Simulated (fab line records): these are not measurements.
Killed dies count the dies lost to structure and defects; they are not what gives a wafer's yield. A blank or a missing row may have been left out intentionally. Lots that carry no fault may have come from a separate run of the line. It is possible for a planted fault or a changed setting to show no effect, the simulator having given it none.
Check for tools in common | flow berkeley_cmos170 | Sample size 13 lots and 42 wafers

== WHY IT WAS OPENED ==
Of 13 lots, 1 have the reading GATE_POLY_THK flagged at UCB170_GATE_THK_MEAS_05. Wafers without a fault read 213.6 nm, standard deviation 2.1.
Rule: a lot is flagged in two cases, either no wafer of it has a number, or all its wafers with numbers fall more than 4 standard deviations from that mean. As for the other lots, they are considered sound.

lot  | measured     | on            | GATE_POLY_THK (nm), wafer by wafer  | flag
L245 | day 6 15:15  | film_metro-01 | 214.5 214.7 215.3                   |
L246 | day 6 15:15  | film_metro-04 | 215.5 214.4 214.7                   |
L247 | day 6 15:15  | film_metro-03 | 215.2 213.7 213.5                   |
L248 | day 7 02:16  | film_metro-04 | 217.2 213.1 214.7                   |
L249 | day 7 16:29  | film_metro-01 | 209.5 210.3 210.0                   |
L252 | day 7 16:30  | film_metro-03 | 215.0 215.0 215.0                   |
L251 | day 7 16:34  | film_metro-01 | 212.0 213.1 212.3                   |
L255 | day 8 12:38  | film_metro-04 | 211.4 212.5 209.5                   |
L256 | day 8 12:40  | film_metro-03 | 215.5 215.9 213.7                   |
L260 | day 9 05:54  | film_metro-04 | 232.7 231.6 231.0 232.7 231.4 231.1 | FLAGGED
L264 | day 10 03:44 | film_metro-03 | 211.7 213.0 210.0                   |
L265 | day 10 03:44 | film_metro-01 | 213.5 213.6 214.4                   |
L266 | day 10 03:46 | film_metro-04 | 217.0 216.2 216.8                   |
Average over the flagged lots: 231.8 nm; offset from the usual +18.2 nm, equal to +9 standard deviations.

== WHICH TOOL RAN EACH LOT ==
Before the reading, the record contains 2 process steps out of a 331-step route. Every cell lists first the tool, next ch and the chambers used by the sampled wafers, and last the start.
lot  | flag    | UCB170_PFIELD_STRIP_08              | UCB170_GATE_CVD_04
L245 |         | plasma_asher-04 ch 0,1, day 4 14:46 | lpcvd-01 ch 1, day 6 13:51
L246 |         | plasma_asher-01 ch 0,1, day 4 14:22 | lpcvd-01 ch 0, day 6 13:51
L247 |         | plasma_asher-01 ch 0,1, day 4 14:38 | lpcvd-01 ch 0, day 6 13:51
L248 |         | plasma_asher-01 ch 0,1, day 5 09:05 | lpcvd-02 ch 1, day 7 00:51
L249 |         | plasma_asher-04 ch 1, day 5 19:41   | lpcvd-02 ch 1, day 7 14:23
L252 |         | plasma_asher-04 ch 0,1, day 5 21:03 | lpcvd-02 ch 0, day 7 14:23
L251 |         | plasma_asher-02 ch 0,1, day 5 21:49 | lpcvd-02 ch 0, day 7 14:23
L255 |         | plasma_asher-04 ch 0,1, day 6 23:28 | lpcvd-02 ch 0, day 8 11:13
L256 |         | plasma_asher-02 ch 0,1, day 6 22:07 | lpcvd-02 ch 0, day 8 11:13
L260 | FLAGGED | plasma_asher-01 ch 0,1, day 7 13:58 | lpcvd-02 ch 0, day 9 04:30
L264 |         | plasma_asher-01 ch 0,1, day 8 11:43 | lpcvd-01 ch 1, day 10 02:20
L265 |         | plasma_asher-02 ch 0,1, day 8 14:26 | lpcvd-01 ch 1, day 10 02:20
L266 |         | plasma_asher-04 ch 0,1, day 8 14:08 | lpcvd-01 ch 0, day 10 02:20
These steps, and what they do:
- UCB170_PFIELD_STRIP_08: strips in O2.
- UCB170_GATE_CVD_04: deposits poly-Si from SiH4, time 1440 s, target thk 214 nm.
- UCB170_GATE_THK_MEAS_05

== FLAGGED AGAINST TOTAL, ONE TOOL AT A TIME (gauges that did the reading follow at the end) ==
step                    | tool            | lots run | flagged | share of the flagged lots | sound lots run after its first flagged lot
UCB170_PFIELD_STRIP_08  | plasma_asher-01 | 5        | 1       | all                       | 1 (L264)
UCB170_PFIELD_STRIP_08  | plasma_asher-02 | 3        | 0       | none                      | -
UCB170_PFIELD_STRIP_08  | plasma_asher-04 | 5        | 0       | none                      | -
UCB170_GATE_CVD_04      | lpcvd-01        | 6        | 0       | none                      | -
UCB170_GATE_CVD_04      | lpcvd-02        | 7        | 1       | all                       | 0
UCB170_GATE_THK_MEAS_05 | film_metro-01   | 4        | 0       | none                      | -
UCB170_GATE_THK_MEAS_05 | film_metro-03   | 4        | 0       | none                      | -
UCB170_GATE_THK_MEAS_05 | film_metro-04   | 5        | 1       | all                       | 1 (L266)

== WHAT IS ALLOWED BY THE TABLE ==
All flagged lots were run by 3 table rows, namely plasma_asher-01 at UCB170_PFIELD_STRIP_08, lpcvd-02 at UCB170_GATE_CVD_04, film_metro-04 at UCB170_GATE_THK_MEAS_05.
- plasma_asher-01 at UCB170_PFIELD_STRIP_08: 1 of its 5 lots flagged. After the first flagged lot (L264), sound lots still ran on it; a lasting fault on the whole tool would not permit that.
- lpcvd-02 at UCB170_GATE_CVD_04: 1 of its 7 lots flagged. Last sound lot L255 at day 8 11:13, first flagged lot L260 at day 9 04:30; a fault beginning in between fits. Its own readings lie more than 4 standard deviations out on every wafer of the flagged lots: pressure_mtorr.
- film_metro-04 at UCB170_GATE_THK_MEAS_05: 1 of its 5 lots flagged. After the first flagged lot (L266), sound lots still ran on it; a lasting fault on the whole tool would not permit that.
What remains is a single tool, lpcvd-02 at UCB170_GATE_CVD_04.

== WHAT WAS PUT IN BY THE SIMULATOR ==
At UCB170_GATE_CVD_04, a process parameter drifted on lpcvd-02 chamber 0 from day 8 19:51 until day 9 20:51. Setting pressure_mtorr shifted by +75 from 375. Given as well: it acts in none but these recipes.
Shown lots that were struck: L260. Same finding as the rule above.
